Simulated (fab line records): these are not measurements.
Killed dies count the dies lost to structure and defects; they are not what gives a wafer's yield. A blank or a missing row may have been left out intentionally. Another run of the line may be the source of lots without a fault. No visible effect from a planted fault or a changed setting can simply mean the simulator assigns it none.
Which tool was responsible?	flow berkeley cmos170	39 wafers from 13 lots sampled at 4 of the route's 331 steps

== WHAT EACH GAUGE READ, for each wafer ==
UCB170_SILICIDE_THK_MEAS_03: measures by xrf. Usual: SILICIDE_TI_THK 29.7 nm, standard deviation 0.33.
lot	measured	on	SILICIDE_TI_THK (nm)	flag
L372	day 8 11:14	film metro-03	30.2 29.8 30.4	
L370	day 8 11:57	film metro-02	29.8 30.0 30.0	
L371	day 8 12:29	film metro-02	29.9 29.7 30.2	
L374	day 8 21:04	film metro-04	29.7 29.7 29.9	
L377	day 9 04:26	film metro-02	29.9 29.7 30.1	
L376	day 9 05:04	film metro-02	29.7 30.0 30.0	
L378	day 9 19:11	film metro-04	29.5 30.1 30.1	
L380	day 9 19:35	film metro-02	29.6 29.9 29.8	
L379	day 9 20:07	film metro-02	29.5 29.7 29.7	
L384	day 10 05:44	film metro-02	29.5 29.8 29.5	
L388	day 11 13:20	film metro-04	29.9 30.1 30.0	
L392	day 12 05:35	film metro-03	30.1 29.5 29.7	
L391	day 12 05:36	film metro-02	29.5 29.5 29.3	

UCB170_M2_CD_MEAS_90 targets a cd of 700 nm. Usual: cd nm at 699 nm, with a standard deviation of 3.4.
lot	measured	on	cd nm (nm)	flag
L372	day 9 04:25	cd sem-02	698 696 700	
L370	day 9 06:13	cd sem-01	702 698 700	
L371	day 9 06:30	cd sem-02	697 696 696	
L374	day 9 13:02	cd sem-02	704 693 695	
L377	day 9 21:15	cd sem-02	703 700 698	
L376	day 9 22:11	cd sem-02	704 695 703	
L378	day 10 09:29	cd sem-02	697 698 696	
L380	day 10 10:25	cd sem-02	700 698 703	
L379	day 10 12:21	cd sem-02	697 696 706	
L384	day 11 02:29	cd sem-02	700 700 699	
L388	day 12 06:18	cd sem-02	698 699 701	
L392	day 13 00:00	cd sem-01	699 701 704	
L391	day 12 23:45	cd sem-02	695 701 697	

== EACH LOT AND THE TOOL THAT RAN IT (in order: tool; ch and the chambers of the sampled wafers; start) ==
lot	UCB170_CONTACT_ETCH_18	UCB170_V1_ETCH_14
L372	rie diel-01 ch 1,2,3, day 8 16:00	rie diel-02 ch 1,2,3, day 8 23:23
L370	rie diel-03 ch 0,2,3, day 8 18:00	rie diel-04 ch 0,1,3, day 9 03:00
L371	rie diel-04 ch 0,2, day 8 18:00	rie diel-01 ch 0,1, day 9 03:17
L374	rie diel-03 ch 0,2,3, day 9 03:00	rie diel-04 ch 0,1,2, day 9 09:29
L377	rie diel-01 ch 0,1,3, day 9 09:00	rie diel-02 ch 0,2,3, day 9 18:15
L376	rie diel-01 ch 0,1,2, day 9 12:00	rie diel-04 ch 1,2, day 9 19:08
L378	rie diel-04 ch 0,1,2, day 9 23:00	rie diel-01 ch 0,1, day 10 06:30
L380	rie diel-01 ch 0,1, day 10 00:00	rie diel-02 ch 1,2, day 10 07:22
L379	rie diel-03 ch 0,1,2, day 10 02:00	rie diel-04 ch 0,2,3, day 10 09:23
L384	rie diel-04 ch 1,2,3, day 10 11:00	rie diel-02 ch 2,3, day 10 22:43
L388	rie diel-03 ch 0,3, day 11 19:00	rie diel-01 ch 0,2,3, day 12 02:40
L392	rie diel-04 ch 0,1,2, day 12 10:00	rie diel-01 ch 0,1,2, day 12 20:12
L391	rie diel-04 ch 0,1,2, day 12 11:00	rie diel-04 ch 0,2,3, day 12 19:58
- UCB170_CONTACT_ETCH_18: etches PSG in CHF3/CF4/Ar, stops on TiSi2, target depth 840 nm, time 195 s.
- UCB170_V1_ETCH_14: etches SiO2 in CHF3/CF4/Ar, stops on Al, target depth 1250 nm, time 291 s.

== AS READ BY THE TOOLS THEMSELVES (means over the sampled wafers that have a number; for cases with no such wafer, the mark the record gives instead) ==
UCB170_CONTACT_ETCH_18. Usual: drypump motor current A 5.9 A, standard deviation 0.42; mfc ar sccm 150.1 sccm, standard deviation 0.51; oes product au 0.897 a.u., standard deviation 0.014; rf fwd power W 698.2 W, standard deviation 2.4; run length s 223.2 s, standard deviation 0.52; throttle valve pct 6.90 %, standard deviation 0.13.
lot	tool	drypump motor current A (A)	mfc ar sccm (sccm)	oes product au (a.u.)	rf fwd power W (W)	run length s (s)	throttle valve pct (%)	flag
L372	rie diel-01	6.0	150.3	0.906	697.7	223.1	6.96	
L370	rie diel-03	5.9	150.3	0.909	696.7	223.0	6.92	
L371	rie diel-04	5.3	150.5	0.898	698.1	223.2	6.84	
L374	rie diel-03	5.9	149.8	0.912	697.7	222.9	6.91	
L377	rie diel-01	5.7	150.4	0.897	701.3	224.0	6.93	
L376	rie diel-01	5.7	150.0	0.905	698.1	223.3	6.86	
L378	rie diel-04	5.7	149.5	0.887	696.8	223.1	6.96	
L380	rie diel-01	5.4	150.1	0.863	700.9	241.4	6.90	OFF
L379	rie diel-03	6.0	149.9	0.902	698.8	223.6	6.94	
L384	rie diel-04	5.7	150.3	0.889	699.5	223.3	6.83	
L388	rie diel-03	5.8	150.1	0.888	697.2	223.0	6.88	
L392	rie diel-04	5.7	150.5	0.886	697.4	223.3	6.95	
L391	rie diel-04	5.7	149.9	0.880	700.9	223.2	6.95	

UCB170_V1_ETCH_14. Usual: drypump motor current A 5.8 A, standard deviation 0.51; mfc ar sccm 150.0 sccm, standard deviation 0.46; oes product au 0.874 a.u., standard deviation 0.013; rf fwd power W 698.4 W, standard deviation 2; run length s 319.2 s, standard deviation 0.44; throttle valve pct 6.94 %, standard deviation 0.14.
lot	tool	drypump motor current A (A)	mfc ar sccm (sccm)	oes product au (a.u.)	rf fwd power W (W)	run length s (s)	throttle valve pct (%)	flag
L372	rie diel-02	5.8	150.4	0.878	697.7	319.1	7.00	
L370	rie diel-04	6.1	149.7	0.861	699.4	319.0	6.96	
L371	rie diel-01	5.3	150.5	0.882	697.6	319.6	6.93	
L374	rie diel-04	5.8	150.3	0.870	699.3	319.2	6.98	
L377	rie diel-02	6.0	150.5	0.882	699.2	319.2	6.93	
L376	rie diel-04	5.8	150.4	0.864	696.0	319.0	6.98	
L378	rie diel-01	5.4	150.1	0.875	697.2	319.5	6.86	
L380	rie diel-02	5.4	149.6	0.879	700.8	319.2	7.06	
L379	rie diel-04	5.6	150.3	0.873	698.3	319.2	6.85	
L384	rie diel-02	6.2	150.0	0.890	696.6	319.1	7.00	
L388	rie diel-01	6.1	149.9	0.882	699.9	319.2	6.90	
L392	rie diel-01	5.7	150.1	0.883	696.7	319.2	6.89	
L391	rie diel-04	5.6	149.6	0.873	698.9	319.3	6.85	

== THE ANSWER, worked out from the rows above alone ==
Rule: lot off if the mean of its wafers having a number is beyond 3 standard deviations from the usual mean. Also off: a lot with no number at a reading for which 4 or more lots have one. Any other lot the step has rows for is counted as sound. The gauges are gone through in route order, then the tools' own readings, and for those a lot's mean is taken as printed above. At the first step where some lot is off, the reading lying furthest off is the one used; lots without a number count as furthest.
Off, at UCB170_CONTACT_ETCH_18 on run length s: L380.
A tool fits if, at that step or a process step before it, it ran every lot that is off, and no sound lot after the first of them. One fits: rie diel-01 at UCB170_CONTACT_ETCH_18. A fault onset in the window from L376 (day 9 12:00, its last sound lot) to L380 (day 10 00:00, its first lot off) fits.
The tool's own readings at UCB170_CONTACT_ETCH_18 bear it out: on the lots that are off they differ by more than 5 times the standard deviation of the sound lots' means. run length s reads 241.4 s there against 223.2 s on the sound lots.

== WHAT HAD BEEN PUT IN BY THE SIMULATOR ==
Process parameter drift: rie diel-01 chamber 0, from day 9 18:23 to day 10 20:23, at UCB170_CONTACT_ETCH_18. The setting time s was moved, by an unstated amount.
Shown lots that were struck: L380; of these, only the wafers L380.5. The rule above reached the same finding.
